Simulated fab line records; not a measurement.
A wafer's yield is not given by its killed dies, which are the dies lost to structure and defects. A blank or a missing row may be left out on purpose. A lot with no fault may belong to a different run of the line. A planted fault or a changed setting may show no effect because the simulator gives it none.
Comparing a struck lot with a sound one ; flow rit-cmos ; 27 steps out of a route of 202
Sound: the wafers L977.1, L977.2, L977.3. Struck: wafers L985.1, L985.2, L985.6. At the end, the cause is stated.
Per side, at each step with rows, come the tool, then ch with its chambers, and then its first start. Under that, the readings that differ: sound wafers ; struck wafers ; difference of the means ; sigmas: that difference in standard deviations of wafers without a fault.
alike: a reading whose means differ by less than 2 such deviations, as well as words and numbers matching on both sides. not compared: withheld readings; readings where some wafer has no value; bounds like >300 that might hide an equal value; numbers whose values overlap and for which the record gives no deviation.
The two part at a step that has a row with sigmas, a row that says differs or no value, or rows on one side only. Non-overlapping numbers with no deviation appear without sigmas and do not part them. A reading missing from all wafers of one side parts the sides only when that side holds two or more wafers.

RIT_ACTIVE_BOW_MEAS_00:
  struck on film-metro-03, day 3 17:00; sound on film-metro-02, day 2 01:00
  alike: INCOMING_BOW
then, 1 step without rows for these wafers: RIT_ACTIVE_OXIDATION_01 (target thk 46.8 nm, ox time 3360 s).
RIT_ACTIVE_THK_MEAS_02:
  struck on film-metro-02, day 3 19:30; sound on film-metro-02, day 2 03:03
reading;sound;struck;difference;sigmas
ACTIVE_OXIDE_THK (nm);46.4 45.7 45.6;47.5 47.6 47.8;+1.7;+2
RIT_ACTIVE_CVD_03: deposits Si3N4 from SiH2Cl2/NH3, target thk 150 nm, time 1500 s.
  sound on lpcvd-01 ch 0, day 2 03:07; struck on lpcvd-01 ch 0, day 3 19:34
reading;sound;struck;difference;sigmas
spike-tc-centre-C (C);813.6 813.4 812.8;829.5 827.3 828.6;+15.2;+8
spike-tc-load-C (C);834.4 835.2 834.6;850.4 849.5 851.3;+15.7;+6
spike-tc-source-C (C);832.0 831.8 831.6;848.2 846.7 847.3;+15.6;+9
susceptor-temp-C (C);810.2 809.8 810.3;824.9 824.8 825.0;+14.8;+48
model.Si3N4_of_ACTIVE_CVD_03.thk-nm (nm);152.2 152.1 151.8;198 197.4 198.4;+46;
  alike: zone-power-centre-pct
RIT_ACTIVE_THK_MEAS_04:
  struck on film-metro-01, day 3 20:59; sound on film-metro-01, day 2 04:32
reading;sound;struck;difference;sigmas
ACTIVE_NITRIDE_THK (nm);152.0 152.1 151.8;198.2 197.3 198.5;+46.0;+33
then, 6 steps without rows for these wafers: RIT_ACTIVE_HMDS_05 (prime time 60 s); RIT_ACTIVE_COAT_06 (resist thk 1000 nm); RIT_ACTIVE_SOFTBAKE_07 (time 60 s); RIT_ACTIVE_EXPOSE_08 (exposes mask M1, target cd 1400 nm); RIT_ACTIVE_PEB_09; RIT_ACTIVE_DEVELOP_10 (develop time 50 s).
RIT_ACTIVE_CD_MEAS_11: the cd target is 1400 nm.
  struck on cd-sem-01, day 3 21:53; sound on cd-sem-01, day 2 05:26
  alike: cd-nm
then, 1 step without rows for these wafers: RIT_ACTIVE_HARDBAKE_12 (time 60 s).
RIT_ACTIVE_ETCH_13: etches Si3N4 in SF6, stops on SiO2, time 210 s, target depth 210 nm.
  sound on rie-diel-01 ch 0,2,3, day 2 05:43; struck on rie-diel-01 ch 1,2,3, day 3 22:10
reading;sound;struck;difference;sigmas
oes-product-au (a.u.);0.821 0.833 0.831;0.983 0.967 0.969;+0.145;+13
model.ACTIVE.feature-depth-nm (nm);153.6 153.8 152.2;198.6 198.8 198.8;+45.5;
model.etch.depth-nm (nm);152.2 152.1 151.8;198 197.4 198.4;+46;
  alike: drypump-motor-current-A, throttle-valve-pct
  not compared: rf-hours-counter-h
RIT_ACTIVE_STRIP_14: strips in O2, time 180 s.
  sound on plasma-asher-01 ch 0,1, day 2 05:50; struck on plasma-asher-01 ch 0,1, day 3 22:17
  alike: drypump-motor-current-A, rf-refl-power-W
  not compared: rf-hours-counter-h
RIT_ACTIVE_CD_MEAS_90: the cd target is 1400 nm.
  struck on cd-sem-02, day 3 22:28; sound on cd-sem-02, day 2 06:01
  alike: cd-nm
then, 4 steps without rows for these wafers: RIT_ACTIVE_CLEAN_15 (cleans in SC1, time 600 s); RIT_ACTIVE_CLEAN_16 (cleans in dHF, time 30 s); RIT_ACTIVE_CLEAN_17 (cleans in SC2, time 600 s); RIT_FOX1_OXIDATION_00 (target thk 350.7 nm, ox time 1130 s).
RIT_FOX1_THK_MEAS_01:
  struck on film-metro-04, day 4 01:28; sound on film-metro-01, day 2 10:00
  alike: FOX1_OXIDE_THK
then, 2 steps without rows for these wafers: RIT_FOX1_WET_ETCH_02 (etches SiO2 in BOE, target depth 350 nm, time 390 s); RIT_FOX2_OXIDATION_00 (target thk 350.7 nm, ox time 1130 s).
RIT_FOX2_THK_MEAS_01:
  struck on film-metro-04, day 4 03:43; sound on film-metro-02, day 2 11:29
  alike: FOX2_OXIDE_THK
RIT_FOX2_CLEAN_02: cleans in dHF, time 180 s.
  sound on wet-bench-01 ch 3, day 2 11:33; struck on wet-bench-04 ch 2, day 4 03:46
reading;sound;struck;difference;sigmas
model.Si3N4_of_ACTIVE_CVD_03.thk-nm (nm);132.9 132.9 132.6;178.7 178.1 179.2;+45.9;
then, 1 step without rows for these wafers: RIT_FOX2_WET_ETCH_03 (etches Si3N4 in H3PO4, target depth 195 nm, time 2700 s).
RIT_M1_PROBE_99:
  struck on prober-02, day 5 23:41; sound on prober-02, day 4 07:19
reading;sound;struck;difference;sigmas
model.etest.pldd.width-nm (nm);3161 3186 3170;3231 3220 3244;+59;
model.etest.nldd.width-nm (nm);3172 3178 3183;3219 3212 3229;+42;
model.etest.pplus-sal.width-nm (nm);3440 3446 3456;3471 3461 3476;+22;
model.etest.nplus-sal.width-nm (nm);3437 3432 3424;3471 3463 3467;+36;

== WHERE THEY PART ==
Earliest at RIT_ACTIVE_THK_MEAS_02; latest, in this record, at RIT_ACTIVE_ETCH_13. Later steps at which nothing parts them and some readings are alike: RIT_ACTIVE_STRIP_14, RIT_ACTIVE_CD_MEAS_90, RIT_FOX1_THK_MEAS_01, RIT_FOX2_THK_MEAS_01.

WHY: the cause the simulator had injected
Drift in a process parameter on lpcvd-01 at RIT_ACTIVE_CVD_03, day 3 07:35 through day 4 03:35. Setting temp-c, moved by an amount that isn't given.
